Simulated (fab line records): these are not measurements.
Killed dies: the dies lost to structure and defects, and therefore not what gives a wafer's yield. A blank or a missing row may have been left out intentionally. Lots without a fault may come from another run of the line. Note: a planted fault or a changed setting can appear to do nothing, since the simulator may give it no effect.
Which tool was responsible? :: flow berkeley_cmos170 :: 39 wafers from 13 lots sampled at 6 of the route's 331 steps

== WHAT EACH GAUGE READ, for each wafer ==
UCB170_CONTACT_CD_MEAS_15: target cd 700 nm. Usual: cd_nm at 699.6 nm, with a standard deviation of 1.2.
lot: L148
measured: day 8 03:46
on: cd_sem-02
cd_nm (nm): 699.4 701.1 698.0
flag: 

lot: L150
measured: day 8 13:41
on: cd_sem-02
cd_nm (nm): 699.9 700.8 700.6
flag: 

lot: L151
measured: day 9 01:23
on: cd_sem-01
cd_nm (nm): 700.2 698.9 698.3
flag: 

lot: L153
measured: day 9 02:17
on: cd_sem-01
cd_nm (nm): 699.8 699.4 700.5
flag: 

lot: L154
measured: day 9 16:35
on: cd_sem-01
cd_nm (nm): 698.6 698.3 698.7
flag: 

lot: L158
measured: day 10 22:54
on: cd_sem-02
cd_nm (nm): 701.8 701.1 701.8
flag: 

lot: L162
measured: day 11 07:22
on: cd_sem-02
cd_nm (nm): 699.2 700.6 700.1
flag: 

lot: L165
measured: day 12 07:26
on: cd_sem-02
cd_nm (nm): 699.1 699.5 700.3
flag: 

lot: L166
measured: day 12 07:46
on: cd_sem-01
cd_nm (nm): 700.1 699.8 698.1
flag: 

lot: L164
measured: day 12 07:47
on: cd_sem-02
cd_nm (nm): 701.1 701.6 701.2
flag: 

lot: L167
measured: day 12 08:02
on: cd_sem-02
cd_nm (nm): 697.7 699.0 697.5
flag: 

lot: L169
measured: day 12 11:10
on: cd_sem-01
cd_nm (nm): 700.3 699.0 701.0
flag: 

lot: L170
measured: day 12 20:40
on: cd_sem-01
cd_nm (nm): 698.6 697.9 698.9
flag: 

UCB170_M1_THK_MEAS_02: measures by xrf. Usual: M1_AL_THK typically reads 592 nm, with standard deviation 5.4.
lot: L148
measured: day 8 04:40
on: film_metro-03
M1_AL_THK (nm): 587 591 596
flag: 

lot: L150
measured: day 8 14:33
on: film_metro-01
M1_AL_THK (nm): 598 591 592
flag: 

lot: L151
measured: day 9 02:17
on: film_metro-03
M1_AL_THK (nm): 595 590 587
flag: 

lot: L153
measured: day 9 03:14
on: film_metro-01
M1_AL_THK (nm): 591 587 590
flag: 

lot: L154
measured: day 9 17:34
on: film_metro-04
M1_AL_THK (nm): 587 579 581
flag: 

lot: L158
measured: day 10 23:47
on: film_metro-04
M1_AL_THK (nm): 587 595 596
flag: 

lot: L162
measured: day 11 08:16
on: film_metro-03
M1_AL_THK (nm): 598 596 594
flag: 

lot: L165
measured: day 12 08:23
on: film_metro-03
M1_AL_THK (nm): 590 603 604
flag: 

lot: L166
measured: day 12 08:41
on: film_metro-03
M1_AL_THK (nm): 589 587 591
flag: 

lot: L164
measured: day 12 08:57
on: film_metro-03
M1_AL_THK (nm): 593 594 591
flag: 

lot: L167
measured: day 12 09:07
on: film_metro-04
M1_AL_THK (nm): 589 589 593
flag: 

lot: L169
measured: day 12 12:04
on: film_metro-03
M1_AL_THK (nm): 603 603 602
flag: 

lot: L170
measured: day 12 21:33
on: film_metro-04
M1_AL_THK (nm): 586 586 588
flag: 

UCB170_M1_CD_MEAS_90: target cd 700 nm. Usual: cd_nm at 699.7 nm, with a standard deviation of 1.9.
lot: L148
measured: day 8 07:02
on: cd_sem-01
cd_nm (nm): 699.4 699.7 698.1
flag: 

lot: L150
measured: day 8 16:23
on: cd_sem-01
cd_nm (nm): 699.9 700.4 699.7
flag: 

lot: L151
measured: day 9 04:04
on: cd_sem-01
cd_nm (nm): 699.1 696.9 698.9
flag: 

lot: L153
measured: day 9 05:13
on: cd_sem-01
cd_nm (nm): 696.7 698.0 699.4
flag: 

lot: L154
measured: day 9 19:15
on: cd_sem-01
cd_nm (nm): 687.3 701.9 699.4
flag: 

lot: L158
measured: day 11 01:16
on: cd_sem-02
cd_nm (nm): 703.6 702.5 702.5
flag: 

lot: L162
measured: day 11 10:05
on: cd_sem-02
cd_nm (nm): 699.5 699.0 699.0
flag: 

lot: L165
measured: day 12 10:11
on: cd_sem-01
cd_nm (nm): 699.1 700.4 697.1
flag: 

lot: L166
measured: day 12 10:31
on: cd_sem-01
cd_nm (nm): 700.2 701.1 700.1
flag: 

lot: L164
measured: day 12 10:44
on: cd_sem-01
cd_nm (nm): 703.0 700.7 703.6
flag: 

lot: L167
measured: day 12 11:01
on: cd_sem-02
cd_nm (nm): 700.8 699.6 703.4
flag: 

lot: L169
measured: day 12 17:54
on: cd_sem-02
cd_nm (nm): 696.3 696.8 697.7
flag: 

lot: L170
measured: day 13 00:40
on: cd_sem-02
cd_nm (nm): 697.5 700.4 699.0
flag: 

== WHICH TOOL RAN EACH LOT (tool, then ch and the chambers of the sampled wafers, then the start) ==
lot: L148
UCB170_CONTACT_RTA_08: rtp_anneal-02 ch 0, day 8 02:14
UCB170_M1_METAL_ETCH_12: rie_metal-02 ch 0,1, day 8 06:47
UCB170_M1_STRIP_13: plasma_asher-02 ch 0,1, day 8 06:55

lot: L150
UCB170_CONTACT_RTA_08: rtp_anneal-02 ch 0, day 8 12:37
UCB170_M1_METAL_ETCH_12: rie_metal-02 ch 1, day 8 16:04
UCB170_M1_STRIP_13: plasma_asher-02 ch 0,1, day 8 16:16

lot: L151
UCB170_CONTACT_RTA_08: rtp_anneal-02 ch 0, day 9 00:20
UCB170_M1_METAL_ETCH_12: rie_metal-04 ch 0,1, day 9 03:50
UCB170_M1_STRIP_13: plasma_asher-02 ch 0,1, day 9 03:58

lot: L153
UCB170_CONTACT_RTA_08: rtp_anneal-02 ch 0, day 9 00:49
UCB170_M1_METAL_ETCH_12: rie_metal-04 ch 0,1, day 9 04:59
UCB170_M1_STRIP_13: plasma_asher-01 ch 0,1, day 9 05:07

lot: L154
UCB170_CONTACT_RTA_08: rtp_anneal-02 ch 0, day 9 15:11
UCB170_M1_METAL_ETCH_12: rie_metal-02 ch 0,1, day 9 19:01
UCB170_M1_STRIP_13: plasma_asher-04 ch 0,1, day 9 19:09

lot: L158
UCB170_CONTACT_RTA_08: rtp_anneal-01 ch 0, day 10 21:52
UCB170_M1_METAL_ETCH_12: rie_metal-03 ch 0, day 11 01:01
UCB170_M1_STRIP_13: plasma_asher-02 ch 0,1, day 11 01:08

lot: L162
UCB170_CONTACT_RTA_08: rtp_anneal-02 ch 0, day 11 05:25
UCB170_M1_METAL_ETCH_12: rie_metal-04 ch 0,1, day 11 09:51
UCB170_M1_STRIP_13: plasma_asher-04 ch 0,1, day 11 09:58

lot: L165
UCB170_CONTACT_RTA_08: rtp_anneal-02 ch 0, day 12 06:31
UCB170_M1_METAL_ETCH_12: rie_metal-04 ch 0,1, day 12 09:56
UCB170_M1_STRIP_13: plasma_asher-01 ch 0,1, day 12 10:04

lot: L166
UCB170_CONTACT_RTA_08: rtp_anneal-01 ch 0, day 12 06:33
UCB170_M1_METAL_ETCH_12: rie_metal-02 ch 0,1, day 12 10:16
UCB170_M1_STRIP_13: plasma_asher-04 ch 0,1, day 12 10:23

lot: L164
UCB170_CONTACT_RTA_08: rtp_anneal-02 ch 0, day 12 06:35
UCB170_M1_METAL_ETCH_12: rie_metal-03 ch 0,1, day 12 10:31
UCB170_M1_STRIP_13: plasma_asher-04 ch 0,1, day 12 10:38

lot: L167
UCB170_CONTACT_RTA_08: rtp_anneal-02 ch 0, day 12 06:59
UCB170_M1_METAL_ETCH_12: rie_metal-04 ch 0,1, day 12 10:47
UCB170_M1_STRIP_13: plasma_asher-02 ch 0,1, day 12 10:55

lot: L169
UCB170_CONTACT_RTA_08: rtp_anneal-02 ch 0, day 12 10:07
UCB170_M1_METAL_ETCH_12: rie_metal-02 ch 0,1, day 12 17:39
UCB170_M1_STRIP_13: plasma_asher-04 ch 0,1, day 12 17:47

lot: L170
UCB170_CONTACT_RTA_08: rtp_anneal-02 ch 0, day 12 18:58
UCB170_M1_METAL_ETCH_12: rie_metal-02 ch 0,1, day 13 00:26
UCB170_M1_STRIP_13: plasma_asher-02 ch 0,1, day 13 00:34
- UCB170_CONTACT_RTA_08: time 10 s.
- UCB170_M1_METAL_ETCH_12: etches Al in Cl2/BCl3, stops on PSG, target depth 780 nm, time 130 s.
- UCB170_M1_STRIP_13: strips in O2.

== AS READ BY THE TOOLS THEMSELVES (means over the sampled wafers that have a number; for cases with no such wafer, the mark the record gives instead) ==
UCB170_CONTACT_RTA_08. Usual: lamp_power_pct 22.9 %, standard deviation 2.8; wafer_temp_C_max 904.7, standard deviation 0.91.
lot: L148
tool: rtp_anneal-02
lamp_power_pct (%): 25.5
wafer_temp_C_max: 903.9
flag: 

lot: L150
tool: rtp_anneal-02
lamp_power_pct (%): 25.5
wafer_temp_C_max: 904.7
flag: 

lot: L151
tool: rtp_anneal-02
lamp_power_pct (%): 25.5
wafer_temp_C_max: 905.2
flag: 

lot: L153
tool: rtp_anneal-02
lamp_power_pct (%): 25.5
wafer_temp_C_max: 904.6
flag: 

lot: L154
tool: rtp_anneal-02
lamp_power_pct (%): 25.5
wafer_temp_C_max: 904.6
flag: 

lot: L158
tool: rtp_anneal-01
lamp_power_pct (%): 19.8
wafer_temp_C_max: 904.9
flag: 

lot: L162
tool: rtp_anneal-02
lamp_power_pct (%): 25.5
wafer_temp_C_max: 905.2
flag: 

lot: L165
tool: rtp_anneal-02
lamp_power_pct (%): 25.5
wafer_temp_C_max: 904.5
flag: 

lot: L166
tool: rtp_anneal-01
lamp_power_pct (%): 19.8
wafer_temp_C_max: 904.8
flag: 

lot: L164
tool: rtp_anneal-02
lamp_power_pct (%): 25.5
wafer_temp_C_max: 904.5
flag: 

lot: L167
tool: rtp_anneal-02
lamp_power_pct (%): 25.5
wafer_temp_C_max: 905.0
flag: 

lot: L169
tool: rtp_anneal-02
lamp_power_pct (%): 25.5
wafer_temp_C_max: 904.0
flag: 

lot: L170
tool: rtp_anneal-02
lamp_power_pct (%): 25.5
wafer_temp_C_max: 904.5
flag: 

UCB170_M1_METAL_ETCH_12. Usual: drypump_motor_current_A 5.8 A, standard deviation 0.66; oes_product_au 0.853 a.u., standard deviation 0.012; rf_fwd_power_W 597.2 W, standard deviation 1.9; throttle_valve_pct 24.50 %, standard deviation 0.17.
lot: L148
tool: rie_metal-02
drypump_motor_current_A (A): 5.4
oes_product_au (a.u.): 0.837
rf_fwd_power_W (W): 597.1
throttle_valve_pct (%): 24.42
flag: 

lot: L150
tool: rie_metal-02
drypump_motor_current_A (A): 6.5
oes_product_au (a.u.): 0.844
rf_fwd_power_W (W): 596.4
throttle_valve_pct (%): 24.27
flag: 

lot: L151
tool: rie_metal-04
drypump_motor_current_A (A): 5.9
oes_product_au (a.u.): 0.848
rf_fwd_power_W (W): 599.0
throttle_valve_pct (%): 24.70
flag: 

lot: L153
tool: rie_metal-04
drypump_motor_current_A (A): 5.9
oes_product_au (a.u.): 0.850
rf_fwd_power_W (W): 596.1
throttle_valve_pct (%): 24.71
flag: 

lot: L154
tool: rie_metal-02
drypump_motor_current_A (A): 6.0
oes_product_au (a.u.): 0.842
rf_fwd_power_W (W): 677.6
throttle_valve_pct (%): 24.34
flag: OFF

lot: L158
tool: rie_metal-03
drypump_motor_current_A (A): 5.5
oes_product_au (a.u.): 0.873
rf_fwd_power_W (W): 596.5
throttle_valve_pct (%): 24.32
flag: 

lot: L162
tool: rie_metal-04
drypump_motor_current_A (A): 6.3
oes_product_au (a.u.): 0.846
rf_fwd_power_W (W): 596.4
throttle_valve_pct (%): 24.70
flag: 

lot: L165
tool: rie_metal-04
drypump_motor_current_A (A): 6.3
oes_product_au (a.u.): 0.853
rf_fwd_power_W (W): 597.2
throttle_valve_pct (%): 24.69
flag: 

lot: L166
tool: rie_metal-02
drypump_motor_current_A (A): 5.4
oes_product_au (a.u.): 0.847
rf_fwd_power_W (W): 596.1
throttle_valve_pct (%): 24.42
flag: 

lot: L164
tool: rie_metal-03
drypump_motor_current_A (A): 5.6
oes_product_au (a.u.): 0.866
rf_fwd_power_W (W): 598.7
throttle_valve_pct (%): 24.41
flag: 

lot: L167
tool: rie_metal-04
drypump_motor_current_A (A): 5.8
oes_product_au (a.u.): 0.852
rf_fwd_power_W (W): 597.8
throttle_valve_pct (%): 24.69
flag: 

lot: L169
tool: rie_metal-02
drypump_motor_current_A (A): 6.0
oes_product_au (a.u.): 0.855
rf_fwd_power_W (W): 595.3
throttle_valve_pct (%): 24.33
flag: 

lot: L170
tool: rie_metal-02
drypump_motor_current_A (A): 6.0
oes_product_au (a.u.): 0.846
rf_fwd_power_W (W): 596.1
throttle_valve_pct (%): 24.35
flag: 

UCB170_M1_STRIP_13. Usual: drypump_motor_current_A 5.48 A, standard deviation 0.28; o2_flow_sccm 400.0 sccm, standard deviation 1.2; oes_product_au 0.720 a.u., standard deviation 0.0047.
lot: L148
tool: plasma_asher-02
drypump_motor_current_A (A): 5.49
o2_flow_sccm (sccm): 400.2
oes_product_au (a.u.): 0.722
flag: 

lot: L150
tool: plasma_asher-02
drypump_motor_current_A (A): 5.48
o2_flow_sccm (sccm): 398.7
oes_product_au (a.u.): 0.718
flag: 

lot: L151
tool: plasma_asher-02
drypump_motor_current_A (A): 5.47
o2_flow_sccm (sccm): 399.9
oes_product_au (a.u.): 0.721
flag: 

lot: L153
tool: plasma_asher-01
drypump_motor_current_A (A): 5.47
o2_flow_sccm (sccm): 400.7
oes_product_au (a.u.): 0.721
flag: 

lot: L154
tool: plasma_asher-04
drypump_motor_current_A (A): 5.66
o2_flow_sccm (sccm): 399.5
oes_product_au (a.u.): 0.677
flag: OFF

lot: L158
tool: plasma_asher-02
drypump_motor_current_A (A): 5.50
o2_flow_sccm (sccm): 399.1
oes_product_au (a.u.): 0.725
flag: 

lot: L162
tool: plasma_asher-04
drypump_motor_current_A (A): 5.38
o2_flow_sccm (sccm): 400.7
oes_product_au (a.u.): 0.721
flag: 

lot: L165
tool: plasma_asher-01
drypump_motor_current_A (A): 5.26
o2_flow_sccm (sccm): 400.6
oes_product_au (a.u.): 0.720
flag: 

lot: L166
tool: plasma_asher-04
drypump_motor_current_A (A): 5.67
o2_flow_sccm (sccm): 400.0
oes_product_au (a.u.): 0.718
flag: 

lot: L164
tool: plasma_asher-04
drypump_motor_current_A (A): 5.35
o2_flow_sccm (sccm): 399.7
oes_product_au (a.u.): 0.720
flag: 

lot: L167
tool: plasma_asher-02
drypump_motor_current_A (A): 5.50
o2_flow_sccm (sccm): 401.5
oes_product_au (a.u.): 0.723
flag: 

lot: L169
tool: plasma_asher-04
drypump_motor_current_A (A): 5.67
o2_flow_sccm (sccm): 400.0
oes_product_au (a.u.): 0.719
flag: 

lot: L170
tool: plasma_asher-02
drypump_motor_current_A (A): 5.46
o2_flow_sccm (sccm): 400.5
oes_product_au (a.u.): 0.716
flag: 

== THE ANSWER, worked out from the rows above alone ==
Rule: a lot counts as off when the mean over its wafers that have a number is more than 3 standard deviations away from the usual mean. A lot without any number at a reading at which 4 lots or more have one is off too. Where the step has rows for the other lots, those lots are counted as sound. The gauges are gone through in route order, then the tools' own readings, and for those a lot's mean is taken as printed above. At the first step where some lot is off, the reading lying furthest off is the one used; lots without a number count as furthest.
Off at UCB170_M1_METAL_ETCH_12 (rf_fwd_power_W): L154.
A tool fits if, at that step or a process step before it, it ran every lot that is off, and no sound lot after the first of them. None of those tried fits.

== WHAT THE SIMULATOR HAD INSERTED ==
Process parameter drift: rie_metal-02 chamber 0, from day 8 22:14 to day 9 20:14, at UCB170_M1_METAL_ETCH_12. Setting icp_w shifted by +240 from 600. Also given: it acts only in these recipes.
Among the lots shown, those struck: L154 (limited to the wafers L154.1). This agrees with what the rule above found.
